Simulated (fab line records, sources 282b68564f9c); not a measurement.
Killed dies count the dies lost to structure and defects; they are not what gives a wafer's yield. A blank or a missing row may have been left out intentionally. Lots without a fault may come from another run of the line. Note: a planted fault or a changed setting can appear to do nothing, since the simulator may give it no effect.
fab line records ; flow rit-cmos
record lots=6; wafers=18; last-day=7
route steps=202 shown PLDD@118 SPACER@125 NSD@131 M1@202
lots that met no fault: from a run of the same line without faults
start-h: hours from the record's opening day to when the first of the lot's shown wafers began ; wait-h: how many hours have passed since the lot's step before this one ; " unchanged from the row above ; L1.1+2: a row that stands for several wafers ; - no value, or no start was given ; * or withheld: withheld ; < > ~ a bound
route shown NAME@n: NAME is a module with steps in the file, n the number in the route of the first one ; usual: mean and standard deviation over wafers with no fault ; same: alike in all rows ; chamber/n: place in a boat ; sites: the reading at each site ; _std_site: the values' standard deviation ; _edge_site: mean of outer sites minus mean of inner sites ; radius-mm: how far each site lies from the wafer's centre ; mask NAME#n: copy n ; behind: the most recent tool/chamber to have shaped the wafer ; hold: reason for holding the lot/hours on hold/outcome of the hold ; device: transistor that didn't switch, given as n, p or np ; end of line: at the end of the route, the tests of the same wafers ; where a step has no rows: the recipe by itself ; killed: the dies lost at the first sort to structure and to defects; this is not the yield of the wafer ; map: a wafer's dies, marking killed ones x, the rest . and places with no die _
set.NAME: the setting the step ran with; set.NAME@STEP: the setting that earlier step ran with ; model.NAME: the simulator's own value behind a step, which no gauge read
a table for each step, a row for each wafer; lots at some steps of the route
services: when a tool's chamber went out of use (start-h, in hours from the record's first day, below 0 if earlier), for how many hours, and the reason
## steps
# step RIT_PLDD_PEB_04
# recipe resist=NOVOLAK; temp-c=withheld; time-s=withheld
# step RIT_PLDD_DEVELOP_05
# recipe resist=NOVOLAK; develop-time-s=50; dev-temp-c=23
# step RIT_PLDD_OVL_MEAS_06
# usual PLDD_OVL=-0.5/1.4
lot.wafer;tool;chamber;start-h;wait-h;PLDD_OVL[nm]
L635.2;overlay-02;-;49.40;-;-1.4
L635.5;overlay-02;-;49.40;-;-1.7
L635.6;overlay-02;-;49.40;-;-2.4
L639.3;overlay-02;-;75.17;-;1.6
L639.4;overlay-02;-;75.17;-;-0.4
L639.6;overlay-02;-;75.17;-;3.0
L643.1;overlay-01;-;92.95;-;-1.1
L643.2;overlay-01;-;92.95;-;-1.3
L643.5;overlay-01;-;92.95;-;-1.3
L647.1;overlay-02;-;111.50;-;-2.6
L647.2;overlay-02;-;111.50;-;-2.3
L647.6;overlay-02;-;111.50;-;-1.3
L651.3;overlay-02;-;129.30;-;-2.9
L651.4;overlay-02;-;129.30;-;-4.0
L651.5;overlay-02;-;129.30;-;-2.4
L654.2;overlay-01;-;148.56;-;-0.2
L654.3;overlay-01;-;148.56;-;0.5
L654.4;overlay-01;-;148.56;-;-1.1
# step RIT_PLDD_HARDBAKE_07
# recipe resist=NOVOLAK; temp-c=140; time-s=60
# step RIT_PLDD_IMPLANT_08
# recipe species=BF2; energy-kev=20; dose-cm2=9e+14; tilt-deg=7
# step RIT_PLDD_STRIP_09
# recipe chemistry=O2; time-s=180; resist=NOVOLAK; platen-temp-c=withheld; power-w=500; pressure-mtorr=4000; o2-flow-sccm=4000
# usual drypump-motor-current-A=5.6/0.31; rf-refl-power-W=6.0/0.81
lot.wafer;tool;chamber;start-h;wait-h;drypump-motor-current-A;rf-hours-counter-h;rf-refl-power-W
L635.2;plasma-asher-02;1;49.73;0.1;6.0;39;5.8
L635.5;plasma-asher-02;0;49.73;0.1;5.9;-;7.4
L635.6;plasma-asher-02;1;49.73;0.1;6.0;-;5.9
L639.3;plasma-asher-02;1;75.55;0.1;6.0;-;5.8
L639.4;plasma-asher-02;0;75.55;0.1;5.9;-;7.1
L639.6;plasma-asher-02;0;75.55;0.1;5.9;-;7.4
L643.1;plasma-asher-04;1;93.29;0.1;5.5;25;6.1
L643.2;plasma-asher-04;0;93.29;0.1;5.6;25;4.9
L643.5;plasma-asher-04;1;93.29;0.1;5.5;-;6.1
L647.1;plasma-asher-04;0;111.84;0.1;5.6;27;5.0
L647.2;plasma-asher-04;1;111.84;0.1;5.5;27;5.9
L647.6;plasma-asher-04;1;111.84;0.1;5.5;-;5.9
L651.3;plasma-asher-02;1;129.68;0.1;6.0;-;5.7
L651.4;plasma-asher-02;0;129.68;0.1;5.9;-;7.4
L651.5;plasma-asher-02;1;129.68;0.1;6.0;-;5.3
L654.2;plasma-asher-04;0;148.93;0.1;5.6;31;5.3
L654.3;plasma-asher-04;0;148.93;0.1;5.6;-;4.9
L654.4;plasma-asher-04;1;148.93;0.1;5.5;-;6.2
# step RIT_PLDD_TW_MEAS_10
# usual PLDD_TW=2354/15
lot.wafer;tool;chamber;start-h;wait-h;PLDD_TW
L635.2;film-metro-04;-;49.91;0.1;2378
L635.5;film-metro-04;-;49.91;0.1;2371
L635.6;film-metro-04;-;49.91;0.1;2350
L639.3;film-metro-03;-;75.69;0.1;2360
L639.4;film-metro-03;-;75.69;0.1;2367
L639.6;film-metro-03;-;75.69;0.1;2361
L643.1;film-metro-04;-;93.47;0.1;2350
L643.2;film-metro-04;-;93.47;0.1;2354
L643.5;film-metro-04;-;93.47;0.1;2357
L647.1;film-metro-02;-;112.02;0.1;2342
L647.2;film-metro-02;-;112.02;0.1;2343
L647.6;film-metro-02;-;112.02;0.1;2350
L651.3;film-metro-04;-;129.82;0.1;2389
L651.4;film-metro-04;-;129.82;0.1;2391
L651.5;film-metro-04;-;129.82;0.1;2376
L654.2;film-metro-03;-;149.11;0.1;2368
L654.3;film-metro-03;-;149.11;0.1;2354
L654.4;film-metro-03;-;149.11;0.1;2368
# step RIT_SPACER_CLEAN_00
# recipe chemistry=SC1; mix=3:3:50; time-s=600; temp-c=75
# step RIT_SPACER_CLEAN_01
# recipe chemistry=dHF; dilution=50:1; time-s=30
# step RIT_SPACER_CLEAN_02
# recipe chemistry=SC2; mix=3:3:50; time-s=600; temp-c=75; dry=n2-spin
# step RIT_SPACER_CVD_03
# recipe material=Si3N4; target-thk-nm=250; temp-c=810; precursor=SiH2Cl2/NH3; time-s=3300; pressure-mtorr=289.8; sih2cl2-flow-sccm=60; nh3-flow-sccm=150
# step RIT_SPACER_THK_MEAS_04
# recipe reads=Si3N4_of_SPACER_CVD_03
# usual SPACER_NITRIDE_THK=245.4/2.1
lot.wafer;tool;chamber;start-h;wait-h;SPACER_NITRIDE_THK[nm]
L635.2;film-metro-03;-;52.29;0.0;246.3
L635.5;film-metro-03;-;52.29;0.0;246.5
L635.6;film-metro-03;-;52.29;0.0;246.7
L639.3;film-metro-01;-;78.03;0.0;244.9
L639.4;film-metro-01;-;78.03;0.0;245.5
L639.6;film-metro-01;-;78.03;0.0;245.5
L643.1;film-metro-02;-;95.84;0.0;245.9
L643.2;film-metro-02;-;95.84;0.0;248.1
L643.5;film-metro-02;-;95.84;0.0;245.8
L647.1;film-metro-01;-;114.59;0.0;245.8
L647.2;film-metro-01;-;114.59;0.0;249.6
L647.6;film-metro-01;-;114.59;0.0;246.3
L651.3;film-metro-02;-;132.16;0.0;247.9
L651.4;film-metro-02;-;132.16;0.0;248.0
L651.5;film-metro-02;-;132.16;0.0;247.8
L654.2;film-metro-02;-;151.49;0.0;239.7
L654.3;film-metro-02;-;151.49;0.0;241.3
L654.4;film-metro-02;-;151.49;0.0;240.1
# step RIT_SPACER_ETCHBACK_05
# recipe target-depth-a=2500; SF6_flow_sccm=30; CHF3_flow_sccm=30; target=Si3N4; chemistry=SF6/CHF3; pressure-mtorr=40; rf-w=250; time-s=240; stop-on=SiO2
# usual SF6_flow_sccm=30.00/0.091; drypump-motor-current-A=5.5/0.48; oes-product-au=0.833/0.016; run-length-s=268.3/0.45; throttle-valve-pct=10.21/0.15
lot.wafer;tool;chamber;start-h;wait-h;SF6_flow_sccm;drypump-motor-current-A;oes-product-au;rf-hours-counter-h;run-length-s;throttle-valve-pct
L635.2;rie-diel-03;3;52.34;0.0;29.92;6.0;0.844;111;268.4;10.15
L635.5;rie-diel-03;0;52.34;0.0;29.91;5.7;0.842;-;268.1;10.08
L635.6;rie-diel-03;3;52.34;0.0;30.09;6.0;0.846;-;268.5;10.15
L639.3;rie-diel-01;0;78.07;0.0;30.22;5.7;0.784;109;280.1;10.07
L639.4;rie-diel-01;2;78.07;0.0;29.96;5.2;0.828;-;268.2;10.26
L639.6;rie-diel-01;0;78.07;0.0;30.12;5.7;0.774;-;280.7;10.06
L643.1;rie-diel-01;0;95.90;0.1;30.21;5.7;0.778;109;280.4;10.08
L643.2;rie-diel-01;2;95.90;0.1;30.13;5.3;0.843;113;268.4;10.27
L643.5;rie-diel-01;0;95.90;0.1;30.02;5.7;0.780;-;280.1;10.06
L647.1;rie-diel-02;2;114.65;0.1;30.04;6.2;0.848;14;269.4;10.31
L647.2;rie-diel-02;0;114.65;0.1;29.94;6.3;0.864;5;268.2;10.59
L647.6;rie-diel-02;0;114.65;0.1;29.92;6.2;0.853;-;268.2;10.58
L651.3;rie-diel-03;2;132.20;0.0;30.10;6.1;0.838;0;269.0;10.37
L651.4;rie-diel-03;3;132.20;0.0;29.96;6.0;0.855;-;268.6;10.15
L651.5;rie-diel-03;2;132.20;0.0;30.06;6.0;0.841;-;268.8;10.35
L654.2;rie-diel-01;3;151.54;0.0;30.02;4.9;0.810;1;268.2;10.31
L654.3;rie-diel-01;0;151.54;0.0;29.92;5.8;0.794;110;268.2;10.08
L654.4;rie-diel-01;2;151.54;0.0;29.95;5.3;0.812;114;268.3;10.26
# step RIT_NSD_HMDS_00
# recipe prime-time-s=60; prime-temp-c=140
# step RIT_M1_PROBE_99
# usual killed-at-contacts=0.0/0.2; killed-at-front-end=6.6/2.9; killed-dies=6.6/3; killed-open=3.4/2; killed-short=3.2/2
# same gross-dies=264; killed_at_M0_to_M3=0; killed_at_M4_up=0; killed-at-back-side=0; killed-at-other=0
lot.wafer;tool;chamber;start-h;wait-h;killed-at-contacts;killed-at-front-end;killed-dies;killed-open;killed-short;model.etest.nmos_0p15.r-on-ohm-um;model.etest.nwell-pinched.rs-ohm-sq;model.etest.diode-nplus-comb.cj-ff-um2
L635.2;prober-02;-;63.62;0.1;0;6;6;3;3;1147;339.1;2.672
L635.5;prober-02;-;63.77;0.2;0;4;4;2;2;1121;338.2;2.663
L635.6;prober-02;-;63.82;0.2;0;7;7;4;3;1160;341.9;2.662
L639.3;prober-01;-;89.39;0.2;0;6;6;4;2;1182;338.5;2.67
L639.4;prober-01;-;89.44;0.2;0;5;5;5;0;1188;341;2.674
L639.6;prober-01;-;89.54;0.2;1;14;15;10;5;1192;339.2;2.663
L643.1;prober-01;-;106.95;0.1;0;6;6;3;3;1163;337.5;2.689
L643.2;prober-01;-;107.00;0.1;0;10;10;5;5;1153;335.1;2.666
L643.5;prober-01;-;107.15;0.2;0;3;3;2;1;1150;338.7;2.689
L647.1;prober-01;-;125.95;0.1;0;5;5;2;3;1153;338.6;2.645
L647.2;prober-01;-;126.00;0.1;0;4;4;3;1;1083;336.3;2.631
L647.6;prober-01;-;126.20;0.2;0;3;3;2;1;1126;336.5;2.645
L651.3;prober-01;-;143.64;0.2;0;7;7;2;5;1051;332.7;2.572
L651.4;prober-01;-;143.69;0.2;0;7;7;5;2;1116;341.4;2.653
L651.5;prober-01;-;143.74;0.2;0;9;9;5;4;1056;333.6;2.603
L654.2;prober-02;-;163.04;0.1;0;6;6;4;2;1093;337.4;2.632
L654.3;prober-02;-;163.09;0.2;0;8;8;5;3;1119;337.3;2.625
L654.4;prober-02;-;163.14;0.2;0;4;4;1;3;1113;339.7;2.656
# killed by level:class
L635.2 FOX1:geometric-particle:open=1 GATE:geometric-particle:short=1 SPACER:geometric-particle:open=1 SPACER:geometric-particle:short=1 SILICIDE:geometric-particle:open=1 SILICIDE:geometric-particle:short=1
L635.5 FOX1:geometric-particle:open=2 GATE:geometric-particle:short=2
L635.6 FOX1:geometric-particle:open=2 GATE:geometric-particle:short=2 FOX1:geometric-particle:short=1 FOX2:geometric-particle:open=1 SPACER:geometric-particle:open=1
L639.3 FOX1:geometric-particle:open=1 FOX2:geometric-particle:short=1 GATE:geometric-particle:open=1 REOX:geometric-particle:open=1 SPACER:geometric-particle:open=1 SILICIDE:geometric-particle:short=1
L639.4 GATE:geometric-particle:open=3 FOX1:geometric-particle:open=1 SPACER:geometric-particle:open=1
L639.6 GATE:geometric-particle:open=4 FOX1:geometric-particle:short=2 REOX:geometric-particle:open=2 SPACER:geometric-particle:open=2 SPACER:geometric-particle:short=2 FOX1:geometric-particle:open=1 REOX:geometric-particle:short=1 CONTACT:geometric-particle:open=1
L643.1 GATE:geometric-particle:short=3 GATE:geometric-particle:open=2 SILICIDE:geometric-particle:open=1
L643.2 GATE:geometric-particle:short=2 SILICIDE:geometric-particle:open=2 FOX1:geometric-particle:open=1 FOX1:geometric-particle:short=1 GATE:geometric-particle:open=1 REOX:geometric-particle:short=1 REOX:geometric-particle:open=1 SILICIDE:geometric-particle:short=1
L643.5 REOX:geometric-particle:open=2 REOX:geometric-particle:short=1
L647.1 GATE:geometric-particle:short=3 GATE:geometric-particle:open=1 SILICIDE:geometric-particle:open=1
L647.2 REOX:geometric-particle:open=2 SPACER:geometric-particle:short=1 SPACER:geometric-particle:open=1
L647.6 SPACER:geometric-particle:open=2 FOX1:geometric-particle:short=1
L651.3 GATE:geometric-particle:short=4 GATE:geometric-particle:open=1 REOX:geometric-particle:short=1 SILICIDE:geometric-particle:open=1
L651.4 GATE:geometric-particle:open=3 FOX1:geometric-particle:short=1 REOX:geometric-particle:open=1 SILICIDE:geometric-particle:open=1 SILICIDE:geometric-particle:short=1
L651.5 GATE:geometric-particle:open=4 FOX1:geometric-particle:short=2 REOX:geometric-particle:short=1 REOX:geometric-particle:open=1 SILICIDE:geometric-particle:short=1
L654.2 GATE:geometric-particle:short=2 GATE:geometric-particle:open=1 REOX:geometric-particle:open=1 SPACER:geometric-particle:open=1 SILICIDE:geometric-particle:open=1
L654.3 GATE:geometric-particle:open=3 REOX:geometric-particle:open=2 FOX1:geometric-particle:short=1 GATE:geometric-particle:short=1 REOX:geometric-particle:short=1
L654.4 GATE:geometric-particle:short=1 REOX:geometric-particle:short=1 SPACER:geometric-particle:open=1 SPACER:geometric-particle:short=1
## services
tool;chamber;start-h;hours;kind
rie-diel-01;2;26.16;9.3;repair
rie-diel-01;-;29.30;2.1;repair
plasma-asher-04;-;33.20;1.2;repair
rie-diel-01;-;37.07;14.6;pm
plasma-asher-02;-;43.47;2.2;repair
plasma-asher-04;-;69.16;10.0;pm
rie-diel-01;3;76.00;-;clean
rie-diel-01;3;76.00;20.0;scheduled-down
rie-diel-01;3;76.00;20.0;vent-cycle
rie-diel-01;1;91.97;6.0;repair
plasma-asher-04;-;95.39;2.0;repair
rie-diel-01;0;99.73;3.7;repair
rie-diel-01;-;108.20;0.7;repair
plasma-asher-02;-;108.75;9.0;pm
plasma-asher-02;0;108.75;9.0;vent-cycle
plasma-asher-02;1;108.75;9.0;vent-cycle
rie-diel-03;-;109.82;2.8;pm
plasma-asher-02;0;117.75;-;clean
rie-diel-01;1;123.27;3.6;repair
rie-diel-02;-;128.31;1.4;repair
rie-diel-02;2;131.29;5.3;repair
rie-diel-01;2;132.34;2.6;repair
plasma-asher-02;-;135.05;4.4;repair
rie-diel-03;3;141.57;7.8;repair
## key
first-sign step=RIT_SPACER_ETCHBACK_05; reading=run-length-s; direction=up; sigmas=27; usual=*; struck=*
effect none on later readings
model-effect step=RIT_M1_PROBE_99; value=etest.nmos_0p15.r-on-ohm-um; without=1108; struck=1172
met-at RIT_SPACER_ETCHBACK_05
struck-wafers L639.3,L639.6,L643.1,L643.5
tester-left-out L639,L643
fault kind=process-parameter-drift; tool=rie-diel-01; chamber=0; onset-h=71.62; steps=RIT_SPACER_ETCHBACK_05; channel=time-s; offset=*; shape=step; end-h=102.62; acts-in=*; stated=*
# tester-left-out: of these lots the tester's yield and bins aren't shown, on N5 and GAA mostly nor the transistor test; their killed dies are dies lost to structure and defects alone, not to doping, threshold or leakage, so they don't give the yield
